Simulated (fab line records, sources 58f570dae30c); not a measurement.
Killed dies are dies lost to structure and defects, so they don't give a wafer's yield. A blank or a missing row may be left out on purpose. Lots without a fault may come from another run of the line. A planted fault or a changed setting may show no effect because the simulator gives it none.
Which tool did it? | flow berkeley_cmos170 | 7 lots, 21 wafers sampled, at 1 step of a route of 331

WHAT THE GAUGES READ, wafer by wafer
UCB170_PWELL_TW_MEAS_17.
lot  | measured    | on            | PWELL_TW
L802 | day 3 19:33 | film_metro-02 | 375.4 374.9 376.4
L804 | day 4 04:41 | film_metro-04 | 380.7 378.8 378.9
L806 | day 4 16:35 | film_metro-02 | 375.3 375.0 375.0
L808 | day 5 01:00 | film_metro-04 | 379.4 381.6 378.0
L813 | day 5 21:08 | film_metro-04 | 379.8 382.0 379.1
L821 | day 7 16:04 | film_metro-02 | 374.2 375.9 376.4
L823 | day 8 12:13 | film_metro-04 | 383.1 384.7 381.7

WHICH TOOL RAN EACH LOT (tool, then ch and the chambers of the sampled wafers, then the start)
The record holds no process step before these readings.

THE ANSWER, worked out from the rows above alone
Rule: what is usual is taken from the lots themselves. Put in order of their means at a reading, lots are off if they are a third of the lots or fewer, leave a main group of 4 or more, and stand apart from it by a gap of 3 or more times the standard deviation of the main group's means; of several such gaps the widest counts. A main group whose means are all the same, to the digits that the tables above print for the reading, isn't used. A lot without any number at a reading at which 4 lots or more have one is off too. The other lots that the step has rows for count as sound.
No lot is off at any reading shown: from this, nothing can be told.

WHAT THE SIMULATOR HAD PUT IN
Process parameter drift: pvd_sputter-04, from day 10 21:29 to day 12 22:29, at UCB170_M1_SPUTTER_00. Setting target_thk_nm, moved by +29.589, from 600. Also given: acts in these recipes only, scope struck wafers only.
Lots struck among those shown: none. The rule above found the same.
